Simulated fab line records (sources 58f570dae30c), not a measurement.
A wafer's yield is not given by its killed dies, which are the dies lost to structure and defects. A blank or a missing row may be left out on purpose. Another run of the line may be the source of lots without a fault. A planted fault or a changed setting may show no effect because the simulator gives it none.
Which tool is to blame?    flow berkeley cmos170    45 wafers from 15 lots sampled at 3 of the route's 331 steps

== WHAT EACH GAUGE READ, for each wafer ==
UCB170_SDANNEAL_RS_MEAS_03: the measuring method here is four-point-probe. Usual: NSD_RS gives 37.08 ohm/sq (standard deviation 0.084).
lot   measured      on             NSD_RS (ohm/sq)    flag
L329  day 7 00:40   film metro-04  37.05 36.97 37.17  
L331  day 7 14:05   film metro-02  37.09 37.14 37.15  
L330  day 7 17:05   film metro-04  37.40 37.20 37.22  
L332  day 8 01:21   film metro-01  37.14 37.16 37.05  
L335  day 8 17:58   film metro-01  37.06 37.00 37.03  
L336  day 8 21:11   film metro-01  37.19 37.18 37.09  
L339  day 9 00:19   film metro-01  37.08 37.15 37.09  
L337  day 9 02:43   film metro-01  37.06 36.90 36.97  
L342  day 9 12:29   film metro-04  37.06 37.14 37.10  
L346  day 10 00:56  film metro-02  37.05 37.08 37.07  
L347  day 10 07:31  film metro-02  37.14 37.14 37.10  
L349  day 10 21:26  film metro-02  36.99 37.08 37.06  
L348  day 10 21:57  film metro-02  37.02 37.13 37.08  
L352  day 11 03:04  film metro-02  37.03 37.00 37.10  
L351  day 11 03:05  film metro-01  37.24 37.10 37.08  

UCB170_V1_CD_MEAS_12 targets a cd of 700 nm. Usual: cd nm 700.4 nm, standard deviation 1.4.
lot   measured      on         cd nm (nm)         flag
L329  day 7 16:47   cd sem-02  700.2 700.9 698.8  
L331  day 8 02:34   cd sem-02  698.6 698.3 698.8  
L330  day 8 08:57   cd sem-01  701.3 702.8 700.1  
L332  day 8 15:47   cd sem-01  701.4 701.2 700.1  
L335  day 9 10:58   cd sem-01  700.4 699.8 698.4  
L336  day 9 11:46   cd sem-01  701.5 700.9 700.2  
L339  day 9 16:25   cd sem-02  699.7 700.3 700.1  
L337  day 9 16:50   cd sem-01  702.1 700.9 701.7  
L342  day 10 04:19  cd sem-02  703.4 701.3 702.5  
L346  day 10 15:28  cd sem-02  699.8 699.2 700.1  
L347  day 11 00:20  cd sem-01  700.1 699.0 698.6  
L349  day 11 10:53  cd sem-01  699.9 700.8 699.8  
L348  day 11 10:57  cd sem-02  699.5 698.9 700.1  
L352  day 11 19:11  cd sem-01  699.4 699.3 699.3  
L351  day 11 20:03  cd sem-01  701.8 702.3 701.1  

== WHICH TOOL RAN EACH LOT (tool, then ch and the chambers of the sampled wafers, then the start) ==
lot   UCB170_CONTACT_STRIP_19
L329  plasma asher-01 ch 0,1, day 7 08:50
L331  plasma asher-01 ch 0,1, day 7 18:53
L330  plasma asher-02 ch 0,1, day 7 23:43
L332  plasma asher-01 ch 0,1, day 8 08:34
L335  plasma asher-01 ch 0,1, day 9 01:02
L336  plasma asher-03 ch 0,1, day 9 03:50
L339  plasma asher-03 ch 0,1, day 9 06:05
L337  plasma asher-02 ch 0,1, day 9 08:24
L342  plasma asher-02 ch 0, day 9 17:31
L346  plasma asher-01 ch 0,1, day 10 06:22
L347  plasma asher-02 ch 0,1, day 10 14:17
L349  plasma asher-03 ch 0,1, day 11 02:35
L348  plasma asher-03 ch 0,1, day 11 03:46
L352  plasma asher-03 ch 0,1, day 11 10:26
L351  plasma asher-03 ch 0,1, day 11 10:50
- UCB170_CONTACT_STRIP_19: strips in O2.

== AS READ BY THE TOOLS THEMSELVES (means over the sampled wafers that have a number; for cases with no such wafer, the mark the record gives instead) ==
UCB170_CONTACT_STRIP_19. Usual: chamber pressure mTorr 3501 mTorr, standard deviation 3.2; drypump motor current A 5.99 A, standard deviation 0.27; oes product au 0.725 a.u., standard deviation 0.0046.
lot   tool             chamber pressure mTorr (mTorr)  drypump motor current A (A)  oes product au (a.u.)  flag
L329  plasma asher-01  3502                            6.03                         0.726                  
L331  plasma asher-01  3499                            5.77                         0.722                  
L330  plasma asher-02  3500                            5.97                         0.733                  
L332  plasma asher-01  3498                            5.82                         0.724                  
L335  plasma asher-01  3500                            5.79                         0.727                  
L336  plasma asher-03  3502                            6.11                         0.725                  
L339  plasma asher-03  3501                            6.15                         0.723                  
L337  plasma asher-02  3499                            5.94                         0.722                  
L342  plasma asher-02  3501                            6.03                         0.727                  
L346  plasma asher-01  3500                            6.01                         0.727                  
L347  plasma asher-02  3499                            5.94                         0.723                  
L349  plasma asher-03  3498                            5.94                         0.727                  
L348  plasma asher-03  3502                            6.14                         0.729                  
L352  plasma asher-03  3502                            5.93                         0.726                  
L351  plasma asher-03  3502                            6.13                         0.723                  

== THE ANSWER, worked out from the rows above alone ==
Rule: take the mean of a lot's wafers that have a number; if it is more than 3 standard deviations from the usual mean, the lot is off. A lot without any number at a reading at which 4 lots or more have one is off too. The other lots that the step has rows for count as sound. First the gauges in route order, then the tools' own readings, where a lot's mean is used as printed above. At the first step where some lot is off, the reading lying furthest off is the one used; lots without a number count as furthest.
None of the lots is off at any reading shown; this tells nothing.

== WHAT HAD BEEN PUT IN BY THE SIMULATOR ==
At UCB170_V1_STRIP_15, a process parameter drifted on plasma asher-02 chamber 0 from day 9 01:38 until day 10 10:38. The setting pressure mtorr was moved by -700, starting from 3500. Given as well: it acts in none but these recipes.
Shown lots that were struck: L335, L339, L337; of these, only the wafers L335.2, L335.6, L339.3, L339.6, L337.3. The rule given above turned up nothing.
